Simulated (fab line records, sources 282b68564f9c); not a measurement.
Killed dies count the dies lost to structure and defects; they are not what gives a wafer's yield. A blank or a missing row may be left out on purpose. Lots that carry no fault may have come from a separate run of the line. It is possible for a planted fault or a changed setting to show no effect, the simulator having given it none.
The tool behind it: which one? + flow rit_cmos + 45 wafers from 15 lots sampled at 4 of the route's 202 steps

WHAT THE GAUGES READ, wafer by wafer
RIT_FOX1_THK_MEAS_01. Usual: FOX1_OXIDE_THK 352 nm, standard deviation 6.7.
| lot  | measured    | on            | FOX1_OXIDE_THK (nm) | flag |
|------|-------------|---------------|---------------------|------|
| L177 | day 2 04:24 | film_metro-04 | 366 363 357         |      |
| L178 | day 2 09:22 | film_metro-02 | 350 347 347         |      |
| L179 | day 2 13:15 | film_metro-04 | 342 342 345         |      |
| L180 | day 2 20:41 | film_metro-02 | 358 361 357         |      |
| L181 | day 3 00:53 | film_metro-04 | 363 359 358         |      |
| L186 | day 3 23:57 | film_metro-04 | 349 354 349         |      |
| L187 | day 4 06:35 | film_metro-04 | 367 361 360         |      |
| L188 | day 4 13:13 | film_metro-03 | 368 355 360         |      |
| L191 | day 5 03:34 | film_metro-03 | 353 352 357         |      |
| L193 | day 5 11:41 | film_metro-02 | 350 351 342         |      |
| L194 | day 5 16:38 | film_metro-03 | 344 342 352         |      |
| L195 | day 5 21:58 | film_metro-02 | 350 350 352         |      |
| L196 | day 6 03:59 | film_metro-02 | 357 353 360         |      |
| L197 | day 6 07:25 | film_metro-03 | 355 353 349         |      |
| L198 | day 6 13:22 | film_metro-03 | 337 344 344         |      |

RIT_PWELL_OVL_MEAS_06. Usual: PWELL_OVL 0.7 nm, standard deviation 1.4.
| lot  | measured    | on         | PWELL_OVL (nm) | flag |
|------|-------------|------------|----------------|------|
| L177 | day 2 09:26 | overlay-01 | 1.5 0.0 1.1    |      |
| L178 | day 2 14:32 | overlay-01 | 1.4 1.2 1.8    |      |
| L179 | day 2 18:23 | overlay-01 | 0.9 -0.6 0.2   |      |
| L180 | day 3 03:05 | overlay-02 | 2.6 1.7 1.5    |      |
| L181 | day 3 05:57 | overlay-02 | 0.2 -1.3 0.0   |      |
| L186 | day 4 06:04 | overlay-02 | - - -          | OFF  |
| L187 | day 4 14:24 | overlay-02 | - - -          | OFF  |
| L188 | day 4 18:12 | overlay-02 | - - -          | OFF  |
| L191 | day 5 08:44 | overlay-01 | -2.6 -1.0 -1.1 |      |
| L193 | day 5 17:18 | overlay-02 | 0.9 0.9 1.5    |      |
| L194 | day 5 21:34 | overlay-02 | 3.2 1.7 2.5    |      |
| L195 | day 6 09:15 | overlay-01 | 1.2 0.7 -0.4   |      |
| L196 | day 6 09:22 | overlay-01 | -1.8 -1.8 0.6  |      |
| L197 | day 6 12:24 | overlay-02 | 2.9 3.5 2.1    |      |
| L198 | day 6 20:12 | overlay-01 | -2.0 -1.8 -2.1 |      |

RIT_PRETRO_TW_MEAS_10. Usual: PRETRO_TW 473, standard deviation 3.6.
| lot  | measured    | on            | PRETRO_TW   | flag |
|------|-------------|---------------|-------------|------|
| L177 | day 2 18:41 | film_metro-02 | 470 473 475 |      |
| L178 | day 3 00:17 | film_metro-04 | 483 480 480 |      |
| L179 | day 3 05:16 | film_metro-02 | 470 471 472 |      |
| L180 | day 3 12:23 | film_metro-02 | 473 473 471 |      |
| L181 | day 3 17:18 | film_metro-03 | 469 470 468 |      |
| L186 | day 4 16:15 | film_metro-02 | 471 471 470 |      |
| L187 | day 4 23:42 | film_metro-02 | 466 466 469 |      |
| L188 | day 5 04:46 | film_metro-02 | 475 478 476 |      |
| L191 | day 5 18:32 | film_metro-03 | 472 472 476 |      |
| L193 | day 6 04:53 | film_metro-03 | 475 480 476 |      |
| L194 | day 6 07:46 | film_metro-02 | 477 472 473 |      |
| L195 | day 6 18:20 | film_metro-03 | 476 478 477 |      |
| L196 | day 6 19:02 | film_metro-02 | 472 472 473 |      |
| L197 | day 6 23:32 | film_metro-02 | 476 475 472 |      |
| L198 | day 7 06:14 | film_metro-02 | 474 472 474 |      |

EACH LOT AND THE TOOL THAT RAN IT (in order: tool; ch and the chambers of the sampled wafers; start)
| lot  | RIT_PWELL_COAT_01                |
|------|----------------------------------|
| L177 | litho_track-04 ch 0, day 2 08:46 |
| L178 | litho_track-02 ch 0, day 2 13:41 |
| L179 | litho_track-04 ch 0, day 2 17:40 |
| L180 | litho_track-02 ch 0, day 3 02:24 |
| L181 | litho_track-01 ch 0, day 3 05:13 |
| L186 | litho_track-01, day 4 05:09      |
| L187 | litho_track-04, day 4 13:43      |
| L188 | litho_track-04, day 4 17:21      |
| L191 | litho_track-01 ch 0, day 5 07:53 |
| L193 | litho_track-01 ch 0, day 5 16:26 |
| L194 | litho_track-04 ch 0, day 5 20:50 |
| L195 | litho_track-04 ch 0, day 6 02:08 |
| L196 | litho_track-02 ch 0, day 6 08:20 |
| L197 | litho_track-02 ch 0, day 6 11:40 |
| L198 | litho_track-04 ch 0, day 6 19:21 |
- RIT_PWELL_COAT_01: resist thk 1300 nm.

AS READ BY THE TOOLS THEMSELVES (means over the sampled wafers that have a number; for cases with no such wafer, the mark the record gives instead)
RIT_PWELL_COAT_01. Usual: chill_plate_temp_C 23.01 C, standard deviation 0.095; dispense_pressure_kPa 45.4 kPa, standard deviation 0.98.
| lot  | tool           | chill_plate_temp_C (C) | dispense_pressure_kPa (kPa) | flag |
|------|----------------|------------------------|-----------------------------|------|
| L177 | litho_track-04 | 23.17                  | 46.5                        |      |
| L178 | litho_track-02 | 23.05                  | 44.4                        |      |
| L179 | litho_track-04 | 22.96                  | 46.5                        |      |
| L180 | litho_track-02 | 22.99                  | 44.4                        |      |
| L181 | litho_track-01 | 22.92                  | 44.9                        |      |
| L186 | litho_track-01 | -                      | -                           | OFF  |
| L187 | litho_track-04 | -                      | -                           | OFF  |
| L188 | litho_track-04 | -                      | -                           | OFF  |
| L191 | litho_track-01 | 23.03                  | 44.8                        |      |
| L193 | litho_track-01 | 23.11                  | 44.9                        |      |
| L194 | litho_track-04 | 22.90                  | 46.5                        |      |
| L195 | litho_track-04 | 22.90                  | 46.6                        |      |
| L196 | litho_track-02 | 23.07                  | 44.4                        |      |
| L197 | litho_track-02 | 23.02                  | 44.4                        |      |
| L198 | litho_track-04 | 23.02                  | 46.6                        |      |

THE ANSWER, worked out from the rows above alone
Rule: take the mean of a lot's wafers that have a number; if it is more than 3 standard deviations from the usual mean, the lot is off. A lot without any number at a reading at which 4 lots or more have one is off too. The other lots that the step has rows for count as sound. The gauges are gone through in route order, then the tools' own readings, and for those a lot's mean is taken as printed above. The first step at which some lot is off is used, and at that step the reading that is off furthest; a lot without a number counts as furthest.
Off: L186, L187, L188, at RIT_PWELL_OVL_MEAS_06 (PWELL_OVL). Without a number there: L186, L187, L188.
A tool fits if, at a process step before that reading, it ran every lot that is off, and no sound lot after the first of them. Not tried: the gauges at RIT_PWELL_OVL_MEAS_06; whatever is off there is also off at RIT_PWELL_COAT_01, on other tools, and gauge error can't account for it. No candidate that was tried fits.

WHAT THE SIMULATOR PUT IN
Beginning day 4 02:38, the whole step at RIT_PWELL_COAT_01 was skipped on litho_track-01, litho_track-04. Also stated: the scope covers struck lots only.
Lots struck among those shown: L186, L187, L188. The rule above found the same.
